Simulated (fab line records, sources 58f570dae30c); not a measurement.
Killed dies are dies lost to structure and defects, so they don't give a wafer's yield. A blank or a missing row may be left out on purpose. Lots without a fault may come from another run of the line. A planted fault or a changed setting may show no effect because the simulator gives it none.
fab line records | flow berkeley_cmos170 | part 1 of 2: steps 1 to 30 of 42
record lots=5 wafers=15 last_day=11
route steps=331 shown PWELL@37 WELLDRIVE@55 ACTIVE@60
lots that met no fault: from a run of the same line without faults
start_h: hours from the record's first day to the start of the lot's first wafer shown | wait_h: hours since the lot's step before | " the same as in the row above | L1.1+2: a row that stands for several wafers | - no value, or no start given | * or withheld: withheld | < > ~ a bound
route shown NAME@n: a module of which the file shows steps, and the number in the route of the first | usual: mean/standard deviation of fault-free wafers | same: alike in all rows | chamber/n: place in a boat | sites: the reading at each site | _std_site: their standard deviation | _edge_site: outer sites' mean less inner sites' | radius_mm: how far each site lies from the wafer's centre | mask NAME#n: copy n | behind: the tool/chamber that last shaped the wafer | hold: why the lot was held/for how many hours/how that ended | device: the transistor (n, p or np) that didn't switch | end of line: the same wafers' tests at the end of the route | a step without rows: its recipe alone | killed: dies lost to structure and defects at the first sort, not the wafer's yield | map: a wafer's dies, x killed, . not, _ none there
set.NAME: the setting as run; set.NAME@STEP: as run at that earlier step | model.NAME: the simulator's own value behind a step, which no gauge read
lots at some steps of the route; a table a step, a row a wafer
services: from which hour (start_h, from the record's first day; less than 0 if before it) a tool's chamber was out of use, for how many hours, and why
## steps
# step UCB170_PWELL_THK_MEAS_03
# recipe reads=SiO2_of_PWELL_OXIDATION_02
# usual PWELL_OXIDE_THK=24.9/0.54
# columns lot.wafer tool chamber start_h wait_h PWELL_OXIDE_THK[nm]
L074.1 film_metro-01 - 44.67 0.0 26.1
L074.2 " - " " 26.2
L074.5 " - " " 26.3
L083.1 film_metro-03 - 86.39 0.0 25.2
L083.4 " - " " 24.9
L083.6 " - " " 25.4
L084.2 film_metro-03 - 93.35 0.0 25.5
L084.4 " - " " 25.4
L084.5 " - " " 25.6
L091.1 film_metro-03 - 127.05 0.0 25.0
L091.2 " - " " 24.8
L091.6 " - " " 25.1
L093.1 film_metro-03 - 138.76 0.0 25.6
L093.2 " - " " 25.2
L093.4 " - " " 25.9
# step UCB170_PWELL_ANNEAL_04
# recipe temp_c=1000 time_s=900 ambient=N2
# usual zone_power_centre_pct=48.0/2.5
# columns lot.wafer tool chamber start_h wait_h zone_power_centre_pct
L074.1 furnace-04 0 47.89 3.2 49.1
L074.2 " 0 " " 49.6
L074.5 " 0 " " 48.5
L083.1 furnace-03 0 90.40 4.0 49.4
L083.4 " 0 " " 49.3
L083.6 " 0 " " 48.7
L084.2 furnace-03 0 98.67 5.3 49.7
L084.4 " 0 " " 49.0
L084.5 " 0 " " 49.0
L091.1 furnace-04 0 130.56 3.5 49.3
L091.2 " 0 " " 48.7
L091.6 " 0 " " 48.6
L093.1 furnace-03 0 142.90 4.1 49.6
L093.2 " 0 " " 48.7
L093.4 " 0 " " 49.8
# step UCB170_PWELL_CVD_05
# recipe material=Si3N4 target_thk_nm=220 temp_c=800 precursor=SiH2Cl2/NH3 time_s=3300 pressure_mtorr=200 sih2cl2_flow_sccm=25 nh3_flow_sccm=75
# usual sih2cl2_flow_sccm=24.99/0.082 zone_power_centre_pct=36.8/2.7
# columns lot.wafer tool chamber start_h wait_h sih2cl2_flow_sccm zone_power_centre_pct
L074.1 lpcvd-01 1 50.14 1.0 24.96 37.0
L074.2 " 1 " " 25.01 36.7
L074.5 " 1 " " 24.94 37.2
L083.1 lpcvd-02 1 91.65 0.0 24.93 34.8
L083.4 " 1 " " 24.97 34.9
L083.6 " 1 " " 25.10 35.3
L084.2 lpcvd-02 1 99.92 0.0 25.05 34.8
L084.4 " 1 " " 25.10 34.7
L084.5 " 1 " " 25.02 35.0
L091.1 lpcvd-02 1 131.81 0.0 24.94 35.1
L091.2 " 1 " " 25.01 34.8
L091.6 " 1 " " 24.89 35.0
L093.1 lpcvd-02 1 146.05 1.9 25.00 34.2
L093.2 " 1 " " 24.98 34.2
L093.4 " 1 " " 24.97 34.5
# step UCB170_PWELL_THK_MEAS_06
# recipe reads=Si3N4_of_PWELL_CVD_05
# usual PWELL_NITRIDE_THK=221.3/2.1
# columns lot.wafer tool chamber start_h wait_h PWELL_NITRIDE_THK[nm]
L074.1 film_metro-04 - 52.06 0.0 219.8
L074.2 " - " " 219.6
L074.5 " - " " 222.4
L083.1 film_metro-04 - 93.57 0.0 224.4
L083.4 " - " " 222.9
L083.6 " - " " 223.0
L084.2 film_metro-01 - 101.85 0.0 222.4
L084.4 " - " " 220.5
L084.5 " - " " 220.2
L091.1 film_metro-03 - 133.73 0.0 223.2
L091.2 " - " " 222.9
L091.6 " - " " 224.6
L093.1 film_metro-03 - 148.93 0.0 224.4
L093.2 " - " " 223.8
L093.4 " - " " 223.8
# step UCB170_PWELL_HMDS_07
# recipe prime_time_s=60 prime_temp_c=100
# columns lot.wafer tool chamber start_h wait_h
L074.1+2+5 litho_track-03 0 52.45 0.4
L083.1+4+6 litho_track-01 0 93.66 0.1
L084.2+4+5 litho_track-01 0 102.01 0.2
L091.1+2+6 litho_track-03 0 134.09 0.3
L093.1+2+4 litho_track-02 0 149.11 0.2
# step UCB170_PWELL_COAT_08
# recipe resist=KrF spin_rpm=1500 resist_thk_nm=900
# columns lot.wafer tool chamber start_h wait_h
L074.1+2+5 litho_track-03 0 52.60 0.1
L083.1+4+6 litho_track-01 0 93.81 0.1
L084.2+4+5 litho_track-01 0 102.16 0.1
L091.1+2+6 litho_track-03 0 134.24 0.1
L093.1+2+4 litho_track-02 0 149.26 0.1
# step UCB170_PWELL_SOFTBAKE_09
# recipe resist=KrF temp_c=130 time_s=60
# columns lot.wafer tool chamber start_h wait_h
L074.1+2+5 litho_track-03 0 52.75 0.1
L083.1+4+6 litho_track-01 0 93.96 0.1
L084.2+4+5 litho_track-01 0 102.31 0.1
L091.1+2+6 litho_track-03 0 134.39 0.1
L093.1+2+4 litho_track-02 0 149.41 0.1
# step UCB170_PWELL_EXPOSE_10
# recipe mask_id=PWELL target_cd_nm=3000 na=0.5 sigma_outer=0.6 source_shape=conventional dose_mj=19
# same sigma_outer=0.6
# columns lot.wafer tool chamber start_h wait_h mask
L074.1+2+5 krf_scanner-02 0 53.08 0.3 PWELL#0
L083.1+4+6 krf_scanner-02 0 94.32 0.3 PWELL#0
L084.2+4+5 krf_scanner-02 0 102.45 0.1 PWELL#0
L091.1+2+6 krf_scanner-02 0 134.66 0.2 PWELL#0
L093.1+2+4 krf_scanner-01 0 149.69 0.2 PWELL#0
# step UCB170_PWELL_PEB_11
# recipe peb_temp_c=130 peb_time_s=withheld resist=KrF
# columns lot.wafer tool chamber start_h wait_h
L074.1+2+5 litho_track-03 0 53.20 0.1
L083.1+4+6 litho_track-03 0 94.47 0.1
L084.2+4+5 litho_track-03 0 102.65 0.2
L091.1+2+6 litho_track-02 0 135.09 0.4
L093.1+2+4 litho_track-01 0 149.84 0.1
# step UCB170_PWELL_DEVELOP_12
# recipe developer=TMAH develop_time_s=45 resist=KrF dev_temp_c=21
# columns lot.wafer tool chamber start_h wait_h
L074.1+2+5 litho_track-03 0 - -
L083.1+4+6 litho_track-03 0 - -
L084.2+4+5 litho_track-03 0 - -
L091.1+2+6 litho_track-02 0 - -
L093.1+2+4 litho_track-01 0 - -
# step UCB170_PWELL_OVL_MEAS_13
# usual PWELL_OVL=-2/6.1
# columns lot.wafer tool chamber start_h wait_h PWELL_OVL[nm]
L074.1 overlay-02 - 53.47 - -9
L074.2 " - " " 2
L074.5 " - " " -11
L083.1 overlay-02 - 94.75 - -1
L083.4 " - " " 7
L083.6 " - " " 11
L084.2 overlay-01 - 102.90 - -10
L084.4 " - " " -11
L084.5 " - " " 1
L091.1 overlay-02 - 135.36 - 2
L091.2 " - " " -4
L091.6 " - " " -6
L093.1 overlay-01 - 150.11 - 1
L093.2 " - " " -4
L093.4 " - " " -3
# step UCB170_PWELL_ETCH_14
# recipe chemistry=CH3F/Ar/O2 target=Si3N4 stop_on=SiO2 CH3F_flow_sccm=20 Ar_flow_sccm=50 O2_flow_sccm=7 pressure_mtorr=50 rf_w=450 target_depth_a=2420 over_etch_frac=0.1 time_s=151
# usual chamber_pressure_mTorr=50.00/0.044 drypump_motor_current_A=5.5/0.44 oes_product_au=0.936/0.014 throttle_valve_pct=8.10/0.11
# columns lot.wafer tool chamber start_h wait_h chamber_pressure_mTorr drypump_motor_current_A oes_product_au rf_hours_counter_h throttle_valve_pct
L074.1 rie_diel-02 0 53.51 0.0 49.98 5.1 0.913 74 8.21
L074.2 " 3 " " 50.06 5.3 0.945 148 7.98
L074.5 " 3 " " 49.98 5.3 0.949 - 7.99
L083.1 rie_diel-04 0 94.78 0.0 50.02 6.3 0.932 53 8.07
L083.4 " 1 " " 49.88 5.9 0.914 121 8.16
L083.6 " 3 " " 50.07 5.2 0.937 - 8.27
L084.2 rie_diel-04 0 102.93 0.0 49.98 6.3 0.931 53 8.06
L084.4 " 3 " " 50.08 5.3 0.929 99 8.26
L084.5 " 0 " " 50.05 6.3 0.929 - 8.05
L091.1 rie_diel-02 0 135.40 0.0 49.95 5.2 0.922 79 8.22
L091.2 " 3 " " 50.01 5.3 0.951 152 7.96
L091.6 " 3 " " 50.00 5.2 0.954 - 7.99
L093.1 rie_diel-04 2 150.15 0.0 50.02 5.6 0.941 109 8.01
L093.2 " 3 " " 49.97 5.2 0.937 102 8.26
L093.4 " 1 " " 49.95 5.9 0.914 123 8.15
# step UCB170_PWELL_IMPLANT_15
# recipe species=B dose_cm2=5e+12 energy_kev=60 tilt_deg=7
# usual dose_ions_cm2=4.999e+12/5.7e+09
# columns lot.wafer tool chamber start_h wait_h dose_ions_cm2
L074.1 implanter-03 0 53.61 0.1 4.998e+12
L074.2 " 0 " " 4.996e+12
L074.5 " 0 " " 4.997e+12
L083.1 implanter-02 0 94.88 0.1 4.994e+12
L083.4 " 0 " " 5.007e+12
L083.6 " 0 " " 5.007e+12
L084.2 implanter-03 0 103.06 0.1 4.996e+12
L084.4 " 0 " " 5.004e+12
L084.5 " 0 " " 5.002e+12
L091.1 implanter-03 0 135.50 0.1 4.999e+12
L091.2 " 0 " " 5.004e+12
L091.6 " 0 " " 5.005e+12
L093.1 implanter-03 0 150.25 0.1 5.003e+12
L093.2 " 0 " " 5.005e+12
L093.4 " 0 " " 5.001e+12
# step UCB170_PWELL_STRIP_16
# recipe chemistry=O2 power_w=400 pressure_mtorr=3500 platen_temp_c=withheld o2_flow_sccm=400 overash_fraction=0.5
# usual chamber_pressure_mTorr=3500/3.3 drypump_motor_current_A=5.5/0.41 o2_flow_sccm=400.0/1.1 oes_product_au=0.721/0.0048 strip_time_to_endpoint_s=18.04/0.068
# same overash_fraction=0.5
# columns lot.wafer tool chamber start_h wait_h chamber_pressure_mTorr drypump_motor_current_A o2_flow_sccm oes_product_au rf_hours_counter_h strip_time_to_endpoint_s
L074.1 plasma_asher-03 1 53.76 0.1 3504 5.7 400.3 0.721 37 18.11
L074.2 " 0 " " 3499 5.6 398.9 0.717 37 18.04
L074.5 " 1 " " 3501 5.7 399.8 0.723 - 18.05
L083.1 plasma_asher-03 1 95.03 0.1 3502 5.8 398.9 0.718 41 18.13
L083.4 " 0 " " 3505 5.5 398.1 0.720 - 17.97
L083.6 " 0 " " 3500 5.6 400.3 0.730 - 18.05
L084.2 plasma_asher-03 0 103.18 0.1 3502 5.6 399.7 0.709 42 17.97
L084.4 " 1 " " 3505 5.7 403.2 0.722 - 17.95
L084.5 " 1 " " 3499 5.7 400.4 0.728 - 18.01
L091.1 plasma_asher-04 1 135.65 0.1 3499 4.9 399.8 0.723 40 18.07
L091.2 " 0 " " 3495 6.2 400.8 0.726 40 18.12
L091.6 " 1 " " 3498 4.9 401.2 0.727 - 18.14
L093.1 plasma_asher-03 1 150.40 0.1 3498 5.7 401.4 0.726 4 17.89
L093.2 " 0 " " 3496 5.6 399.8 0.721 4 17.92
L093.4 " 1 " " 3502 5.7 401.7 0.711 - 17.91
# step UCB170_PWELL_TW_MEAS_17
# usual PWELL_TW=379.7/2.6
# columns lot.wafer tool chamber start_h wait_h PWELL_TW
L074.1 film_metro-03 - 53.86 0.1 381.0
L074.2 " - " " 381.9
L074.5 " - " " 382.5
L083.1 film_metro-03 - 95.13 0.1 376.7
L083.4 " - " " 378.0
L083.6 " - " " 377.8
L084.2 film_metro-04 - 103.29 0.1 379.2
L084.4 " - " " 379.2
L084.5 " - " " 379.1
L091.1 film_metro-04 - 135.75 0.1 379.4
L091.2 " - " " 379.0
L091.6 " - " " 379.4
L093.1 film_metro-04 - 150.50 0.1 376.8
L093.2 " - " " 376.3
L093.4 " - " " 374.3
# step UCB170_PWELL_CLEAN_18
# recipe chemistry=SPM temp_c=120 time_s=600
# columns lot.wafer tool chamber start_h wait_h
L074.1+2+5 wet_bench-04 1 53.92 0.1
L083.1+4+6 wet_bench-04 0 95.41 0.3
L084.2+4+5 wet_bench-04 3 104.99 1.7
L091.1+2+6 wet_bench-01 3 135.83 0.1
L093.1+2+4 wet_bench-01 3 150.56 0.1
# step UCB170_PWELL_WET_ETCH_19
# recipe chemistry=H3PO4 target=Si3N4 temp_c=160 time_s=14400
# columns lot.wafer tool chamber start_h wait_h
L074.1+2+5 wet_bench-04 0 54.09 0.0
L083.1+4+6 wet_bench-04 1 95.60 0.0
L084.2+4+5 wet_bench-04 2 105.35 0.2
L091.1+2+6 wet_bench-01 1 136.02 0.0
L093.1+2+4 wet_bench-04 1 150.73 0.0
# step UCB170_PWELL_WET_ETCH_20
# recipe chemistry=BOE dilution=5:1 target=SiO2 temp_c=25 time_s=22
# columns lot.wafer tool chamber start_h wait_h
L074.1+2+5 wet_bench-01 3 58.25 0.1
L083.1+4+6 wet_bench-04 2 99.79 0.2
L084.2+4+5 wet_bench-01 2 109.36 0.0
L091.1+2+6 wet_bench-01 0 140.57 0.2
L093.1+2+4 wet_bench-04 1 155.15 0.4
# step UCB170_WELLDRIVE_CLEAN_00
# recipe chemistry=SPM temp_c=120 time_s=600
# columns lot.wafer tool chamber start_h wait_h
L074.1+2+5 wet_bench-01 3 58.29 0.0
L083.1+4+6 wet_bench-04 1 99.83 0.0
L084.2+4+5 wet_bench-04 1 109.37 0.0
L091.1+2+6 wet_bench-01 0 140.58 0.0
L093.1+2+4 wet_bench-04 1 155.34 0.2
# step UCB170_WELLDRIVE_OXIDATION_01
# recipe temp_c=1100 ambient=O2 target_thk_a=1990 ox_time_s=9000
# usual zone_power_centre_pct=50/4
# columns lot.wafer tool chamber start_h wait_h zone_power_centre_pct
L074.1 furnace-03 0 60.94 2.5 56
L074.2 " 0 " " 55
L074.5 " 0 " " 55
L083.1 furnace-03 0 102.60 2.6 55
L083.4 " 0 " " 55
L083.6 " 0 " " 56
L084.2 furnace-03 0 111.60 2.1 56
L084.4 " 0 " " 55
L084.5 " 0 " " 55
L091.1 furnace-01 0 143.20 2.4 46
L091.2 " 0 " " 46
L091.6 " 0 " " 47
L093.1 furnace-01 0 157.89 2.4 45
L093.2 " 0 " " 46
L093.4 " 0 " " 46
# step UCB170_WELLDRIVE_THK_MEAS_02
# recipe reads=SiO2_of_WELLDRIVE_OXIDATION_01
# usual WELLDRIVE_OXIDE_THK=200/4
# columns lot.wafer tool chamber start_h wait_h WELLDRIVE_OXIDE_THK[nm]
L074.1 film_metro-04 - 64.44 0.0 205
L074.2 " - " " 204
L074.5 " - " " 205
L083.1 film_metro-04 - 106.10 0.0 198
L083.4 " - " " 196
L083.6 " - " " 196
L084.2 film_metro-02 - 115.11 0.0 199
L084.4 " - " " 199
L084.5 " - " " 196
L091.1 film_metro-03 - 146.70 0.0 196
L091.2 " - " " 194
L091.6 " - " " 193
L093.1 film_metro-03 - 161.39 0.0 197
L093.2 " - " " 195
L093.4 " - " " 196
# step UCB170_WELLDRIVE_ANNEAL_03
# recipe temp_c=1100 time_s=900 ambient=N2
# usual zone_power_centre_pct=52/4.2
# columns lot.wafer tool chamber start_h wait_h zone_power_centre_pct
L074.1 furnace-03 0 68.79 4.3 55
L074.2 " 0 " " 55
L074.5 " 0 " " 55
L083.1 furnace-03 0 109.02 2.9 56
L083.4 " 0 " " 55
L083.6 " 0 " " 55
L084.2 furnace-03 0 116.45 1.3 55
L084.4 " 0 " " 56
L084.5 " 0 " " 55
L091.1 furnace-03 0 150.00 3.3 55
L091.2 " 0 " " 56
L091.6 " 0 " " 55
L093.1 furnace-01 0 165.24 3.8 47
L093.2 " 0 " " 46
L093.4 " 0 " " 46
# step UCB170_WELLDRIVE_WET_ETCH_04
# recipe chemistry=BOE dilution=5:1 target=SiO2 temp_c=25 time_s=120
# columns lot.wafer tool chamber start_h wait_h
L074.1+2+5 wet_bench-04 1 70.97 0.9
L083.1+4+6 wet_bench-04 1 110.27 0.0
L084.2+4+5 wet_bench-04 1 117.70 0.0
L091.1+2+6 wet_bench-01 3 151.25 0.0
L093.1+2+4 wet_bench-01 2 166.49 0.0
# step UCB170_ACTIVE_CLEAN_00
# recipe chemistry=SPM temp_c=120 time_s=600
# columns lot.wafer tool chamber start_h wait_h
L074.1+2+5 wet_bench-04 1 71.21 0.2
L083.1+4+6 wet_bench-04 2 110.31 0.0
L084.2+4+5 wet_bench-04 3 117.92 0.2
L091.1+2+6 wet_bench-01 0 151.29 0.0
L093.1+2+4 wet_bench-04 2 166.53 0.0
# step UCB170_ACTIVE_CLEAN_01
# recipe chemistry=dHF dilution=25:1 time_s=60
# columns lot.wafer tool chamber start_h wait_h
L074.1+2+5 wet_bench-04 2 71.91 0.3
L083.1+4+6 wet_bench-04 3 110.49 0.0
L084.2+4+5 wet_bench-04 2 118.27 0.2
L091.1+2+6 wet_bench-01 1 151.47 0.0
L093.1+2+4 wet_bench-01 0 166.71 0.0
# step UCB170_ACTIVE_OXIDATION_02
# recipe temp_c=1000 ambient=O2 target_thk_a=264 ox_time_s=1260
# usual zone_power_centre_pct=44.1/2.9
# columns lot.wafer tool chamber start_h wait_h zone_power_centre_pct
L074.1 furnace-02 0 74.12 2.2 44.2
L074.2 " 0 " " 44.9
L074.5 " 0 " " 45.0
L083.1 furnace-01 0 114.15 3.6 42.8
L083.4 " 0 " " 41.5
L083.6 " 0 " " 41.8
L084.2 furnace-01 0 119.85 1.6 41.3
L084.4 " 0 " " 41.6
L084.5 " 0 " " 41.9
L091.1 furnace-02 0 153.28 1.8 44.5
L091.2 " 0 " " 44.3
L091.6 " 0 " " 44.7
L093.1 furnace-01 0 169.07 2.3 40.5
L093.2 " 0 " " 40.7
L093.4 " 0 " " 40.7
# step UCB170_ACTIVE_THK_MEAS_03
# recipe reads=SiO2_of_ACTIVE_OXIDATION_02
# usual ACTIVE_OXIDE_THK=26.5/0.41
# columns lot.wafer tool chamber start_h wait_h ACTIVE_OXIDE_THK[nm]
L074.1 film_metro-01 - 75.47 0.0 26.1
L074.2 " - " " 26.2
L074.5 " - " " 26.7
L083.1 film_metro-01 - 115.50 0.0 26.4
L083.4 " - " " 26.7
L083.6 " - " " 26.2
L084.2 film_metro-02 - 121.21 0.0 26.3
L084.4 " - " " 26.5
L084.5 " - " " 25.9
L091.1 film_metro-02 - 154.63 0.0 26.4
L091.2 " - " " 26.3
L091.6 " - " " 26.0
L093.1 film_metro-04 - 170.42 0.0 27.0
L093.2 " - " " 26.7
L093.4 " - " " 26.9
# step UCB170_ACTIVE_ANNEAL_04
# recipe temp_c=1000 time_s=900 ambient=N2
# usual zone_power_centre_pct=45/3.4
# columns lot.wafer tool chamber start_h wait_h zone_power_centre_pct
L074.1 furnace-04 0 80.63 5.1 48
L074.2 " 0 " " 48
L074.5 " 0 " " 49
L083.1 furnace-02 0 117.04 1.5 44
L083.4 " 0 " " 44
L083.6 " 0 " " 45
L084.2 furnace-02 0 125.29 4.1 45
L084.4 " 0 " " 45
L084.5 " 0 " " 45
L091.1 furnace-01 0 156.64 2.0 41
L091.2 " 0 " " 40
L091.6 " 0 " " 41
L093.1 furnace-01 0 176.67 6.2 42
L093.2 " 0 " " 40
L093.4 " 0 " " 41
# step UCB170_ACTIVE_CVD_05
# recipe material=Si3N4 target_thk_nm=220 temp_c=800 precursor=SiH2Cl2/NH3 time_s=3300 pressure_mtorr=205.6 sih2cl2_flow_sccm=25 nh3_flow_sccm=75
# usual sih2cl2_flow_sccm=25.01/0.083 zone_power_centre_pct=37.8/2.8
# columns lot.wafer tool chamber start_h wait_h sih2cl2_flow_sccm zone_power_centre_pct
L074.1 lpcvd-02 1 81.88 0.0 24.84 35.0
L074.2 " 1 " " 24.92 35.2
L074.5 " 1 " " 24.91 35.1
L083.1 lpcvd-01 0 119.57 1.3 24.80 40.6
L083.4 " 0 " " 24.94 40.0
L083.6 " 0 " " 24.87 40.3
L084.2 lpcvd-01 0 127.70 1.2 25.22 40.7
L084.4 " 0 " " 24.97 40.8
L084.5 " 0 " " 25.07 40.4
L091.1 lpcvd-01 0 161.30 3.4 25.06 40.6
L091.2 " 0 " " 25.01 40.4
L091.6 " 0 " " 25.02 41.1
L093.1 lpcvd-02 1 177.92 0.0 24.98 34.8
L093.2 " 1 " " 24.89 34.8
L093.4 " 1 " " 24.97 35.1
# step UCB170_ACTIVE_THK_MEAS_06
# recipe reads=Si3N4_of_ACTIVE_CVD_05
# usual ACTIVE_NITRIDE_THK=222.1/2.1
# columns lot.wafer tool chamber start_h wait_h ACTIVE_NITRIDE_THK[nm]
L074.1 film_metro-01 - 83.79 0.0 221.8
L074.2 " - " " 220.6
L074.5 " - " " 221.5
L083.1 film_metro-02 - 122.44 0.0 224.5
L083.4 " - " " 221.8
L083.6 " - " " 222.4
L084.2 film_metro-04 - 130.59 0.0 224.3
L084.4 " - " " 223.4
L084.5 " - " " 221.8
L091.1 film_metro-04 - 163.22 0.0 224.0
L091.2 " - " " 222.8
L091.6 " - " " 221.3
L093.1 film_metro-02 - 180.80 0.0 220.6
L093.2 " - " " 220.0
L093.4 " - " " 222.3
